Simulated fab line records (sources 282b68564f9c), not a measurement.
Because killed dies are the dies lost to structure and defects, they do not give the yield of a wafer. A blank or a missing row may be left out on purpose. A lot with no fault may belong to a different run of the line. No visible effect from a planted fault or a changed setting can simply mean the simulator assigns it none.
Which tool is to blame? ; flow ritCmos ; 42 wafers from 14 lots sampled at 5 of the route's 202 steps

## WHAT EACH GAUGE READ, for each wafer
RIT_GATE_THK_MEAS_07. Usual: for GATE_OXIDE_THK the level is 2.77 nm and the standard deviation is 0.053.
lot;measured;on;GATE_OXIDE_THK (nm);flag
L701;day 2 15:22;filmMetro-04;2.82 2.76 2.84;
L703;day 3 00:11;filmMetro-03;2.82 2.85 2.82;
L706;day 3 20:05;filmMetro-01;2.81 2.80 2.80;
L707;day 3 20:21;filmMetro-04;2.71 2.70 2.74;
L709;day 4 11:01;filmMetro-03;2.82 2.77 2.85;
L710;day 4 16:59;filmMetro-03;2.76 2.74 2.75;
L712;day 4 23:39;filmMetro-03;2.80 2.82 2.78;
L713;day 5 01:13;filmMetro-03;2.75 2.74 2.84;
L714;day 5 10:47;filmMetro-01;2.79 2.82 2.87;
L716;day 5 21:21;filmMetro-04;2.78 2.79 2.78;
L719;day 6 14:37;filmMetro-04;2.77 2.80 2.70;
L720;day 6 20:43;filmMetro-04;2.70 2.74 2.68;
L721;day 7 00:15;filmMetro-01;2.77 2.82 2.77;
L722;day 7 11:02;filmMetro-04;2.76 2.79 2.74;

RIT_SDANNEAL_RS_MEAS_04: measures by four-point-probe. Usual: for PSD_RS the level is 115.9 ohm/sq and the standard deviation is 0.31.
lot;measured;on;PSD_RS (ohm/sq);flag
L701;day 3 08:26;filmMetro-01;116.2 116.3 116.3;
L703;day 3 17:04;filmMetro-02;115.6 115.7 116.0;
L706;day 4 14:13;filmMetro-03;115.4 115.7 115.8;
L707;day 4 14:28;filmMetro-02;116.0 115.6 115.8;
L709;day 5 08:50;filmMetro-02;115.6 115.5 115.8;
L710;day 5 11:49;filmMetro-03;115.9 116.0 115.5;
L712;day 5 22:38;filmMetro-02;116.0 116.0 116.1;
L713;day 5 23:07;filmMetro-01;115.7 115.4 115.2;
L714;day 6 10:26;filmMetro-01;116.3 116.0 115.9;
L716;day 6 22:57;filmMetro-03;- - -;OFF
L719;day 7 12:11;filmMetro-03;115.4 115.6 115.5;
L720;day 7 18:31;filmMetro-03;- - -;OFF
L721;day 7 18:44;filmMetro-01;116.6 116.3 116.4;
L722;day 8 04:46;filmMetro-01;116.1 116.0 116.0;

RIT_M1_THK_MEAS_02: measures by xrf. Usual: for M1_AL_THK the level is 376 nm and the standard deviation is 4.5.
lot;measured;on;M1_AL_THK (nm);flag
L701;day 3 12:15;filmMetro-01;378 379 379;
L703;day 3 20:51;filmMetro-02;378 375 379;
L706;day 4 17:56;filmMetro-01;373 377 380;
L707;day 4 18:17;filmMetro-02;376 373 379;
L709;day 5 12:38;filmMetro-01;373 376 369;
L710;day 5 15:35;filmMetro-02;375 373 371;
L712;day 6 02:15;filmMetro-02;376 378 379;
L713;day 6 02:44;filmMetro-03;364 365 370;
L714;day 6 14:11;filmMetro-03;367 368 365;
L716;day 7 02:43;filmMetro-01;378 386 382;
L719;day 7 15:53;filmMetro-03;368 371 371;
L720;day 7 22:18;filmMetro-02;378 383 383;
L721;day 7 22:37;filmMetro-03;374 373 373;
L722;day 8 08:29;filmMetro-01;382 381 382;

## WHICH TOOL RAN EACH LOT (tool, then ch and the chambers of the sampled wafers, then the start)
lot;RIT_PLDD_STRIP_09;RIT_PSD_IMPLANT_08
L701;plasmaAsher-01 ch 0,1, day 3 02:16;implanter-03 ch 0, day 3 07:37
L703;plasmaAsher-03 ch 0,1, day 3 10:57;implanter-03 ch 0, day 3 16:16
L706;plasmaAsher-01 ch 0,1, day 4 06:50;implanter-01 ch 0, day 4 13:21
L707;plasmaAsher-03 ch 0,1, day 4 07:05;implanter-02 ch 0, day 4 13:40
L709;plasmaAsher-03 ch 0,1, day 4 23:19;implanter-02 ch 0, day 5 08:01
L710;plasmaAsher-04 ch 0,1, day 5 04:05;implanter-01 ch 0, day 5 10:56
L712;plasmaAsher-03 ch 0,1, day 5 13:27;implanter-01 ch 0, day 5 21:49
L713;plasmaAsher-03 ch 0,1, day 5 13:45;implanter-02 ch 0, day 5 22:19
L714;plasmaAsher-04 ch 0, day 5 22:46;implanter-03 ch 0, day 6 09:38
L716;plasmaAsher-04 ch 0,1, day 6 09:12;implanter-01 ch 0, day 6 22:07
L719;plasmaAsher-04 ch 0,1, day 7 04:40;implanter-02 ch 0, day 7 11:22
L720;plasmaAsher-01 ch 0,1, day 7 10:44;implanter-01 ch 0, day 7 17:43
L721;plasmaAsher-03 ch 0,1, day 7 11:13;implanter-02 ch 0, day 7 17:55
L722;plasmaAsher-03 ch 0,1, day 7 21:36;implanter-02 ch 0, day 8 03:57
- RIT_PLDD_STRIP_09: strips in O2, time 180 s.
- RIT_PSD_IMPLANT_08

## WHAT THE TOOLS THEMSELVES READ (means of the sampled wafers that have a number; where no wafer has one, the mark that the record gives instead)
RIT_PLDD_STRIP_09. Usual: 5.7 A for drypumpMotorCurrentA, sd 0.51.
lot;tool;drypumpMotorCurrentA (A);flag
L701;plasmaAsher-01;5.9;
L703;plasmaAsher-03;5.9;
L706;plasmaAsher-01;6.0;
L707;plasmaAsher-03;5.9;
L709;plasmaAsher-03;5.6;
L710;plasmaAsher-04;5.5;
L712;plasmaAsher-03;5.9;
L713;plasmaAsher-03;5.6;
L714;plasmaAsher-04;5.1;
L716;plasmaAsher-04;5.8;
L719;plasmaAsher-04;5.8;
L720;plasmaAsher-01;5.5;
L721;plasmaAsher-03;5.9;
L722;plasmaAsher-03;5.9;

## THE ANSWER, worked out from the rows above alone
Rule: a lot counts as off when the mean over its wafers that have a number is more than 3 standard deviations away from the usual mean. Also off: a lot with no number at a reading for which 4 or more lots have one. All remaining lots with rows at the step are treated as sound. The gauges are gone through in route order, then the tools' own readings, and for those a lot's mean is taken as printed above. At the first step where some lot is off, the reading lying furthest off is the one used; lots without a number count as furthest.
Off: L716, L720, seen at RIT_SDANNEAL_RS_MEAS_04 (PSD_RS). Without a number there: L716, L720.
A tool fits if, at a process step before that reading, it ran every lot that is off, and no sound lot after the first of them. Gauges at RIT_SDANNEAL_RS_MEAS_04: tried the same way as those tools. One candidate fits, namely implanter-01 at RIT_PSD_IMPLANT_08. Its last sound lot is L712 (day 5 21:49), its first lot that is off L716 (day 6 22:07): a fault that began between those two fits.

## WHAT THE SIMULATOR PUT IN
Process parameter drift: implanter-01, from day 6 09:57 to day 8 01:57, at RIT_PSD_IMPLANT_08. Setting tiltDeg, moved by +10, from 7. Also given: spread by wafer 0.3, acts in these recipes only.
Shown lots that were struck: L716, L720. The rule above found the same.
